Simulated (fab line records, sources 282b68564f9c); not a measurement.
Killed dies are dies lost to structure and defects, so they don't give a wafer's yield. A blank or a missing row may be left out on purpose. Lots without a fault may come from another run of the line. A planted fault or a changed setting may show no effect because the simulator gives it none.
Problem report in the 8D (eight disciplines) form, filled by code | flow rit_cmos | the parts of the form that need people (team, actions taken, sign-off) are left out

1. THE PROBLEM
M1_OVL at RIT_M1_OVL_MEAS_10 reads a mean of 806.7 nm on 12 wafers of 4 lots; wafers without a fault read -0.3 nm with a standard deviation of 1.8. That is +99 or more standard deviations from the usual mean.
First seen on wafer L410.1, day 6 05:06, on overlay-01. The record holds 48 wafers of 16 lots with a number at this step. Rule for "out", or "out of limits": more than 4 standard deviations from the usual mean. The other wafers with a number count as sound.

2. WHAT IT IS AND WHAT IT IS NOT
question                    | is                     | is not
which readings at this step | M1_OVL                 | -
which lots                  | L410, L411, L413, L414 | L396, L399, L401, L402, L403, L404, L405, L406, L408, L409, L412, L419
which wafers of those lots  | all that have a number | -
read on which gauges        | overlay-01, overlay-02 | -
when                        | from day 6 05:06       | up to then (30 sound wafers); but 6 sound wafers of L412, L419 came after

3. SUSPECTS, AND WHAT RULES EACH OUT
Counting: a tool at a process step up to the reading stays a suspect if it ran every lot that is out and no sound lot after the first of them.
- the gauge at RIT_M1_OVL_MEAS_10: ruled out. The wafers that are out were read on 2 gauges (overlay-01, overlay-02).
- iline_stepper-01 at RIT_M1_EXPOSE_06 (exposes mask M12, target cd 2600 nm): kept. It ran every lot that is out, first L410 (day 6 04:33), and no sound lot after that; its last sound lot up to then is L409 (day 5 23:25).
Left after counting: iline_stepper-01 at RIT_M1_EXPOSE_06.

4. THE CAUSE (what the simulator had put in)
Scanner matching overlay: iline_stepper-01, from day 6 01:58 on, at RIT_M1_EXPOSE_06. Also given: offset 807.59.
Counting left only this tool.

5. THE CHAIN OF EFFECTS, in route order
Each row: a reading whose mean over the struck wafers that have a number lies more than 3 standard deviations from the usual. Only readings for which the record gives a usual standard deviation are gone through. hours: the time from each lot's start at the first step in this table that gives one to its start at this step, as a median over the lots. sigmas: the change in usual standard deviations.
hours | step               | reading | usual   | on struck wafers | change | sigmas
0     | RIT_M1_OVL_MEAS_10 | M1_OVL  | -0.3 nm | 806.7            | +807.0 | +99 or more

6. WHAT WOULD HAVE CAUGHT IT SOONER
In this record the first reading out of limits at a measuring or inspecting step was taken at day 6 05:06, 3 hours after the fault began at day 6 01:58.
Of the lots that are out (4), L411, L413, L414 began RIT_M1_EXPOSE_06 on iline_stepper-01 after day 6 05:06. A hold on the tool at that time would have spared those 3.
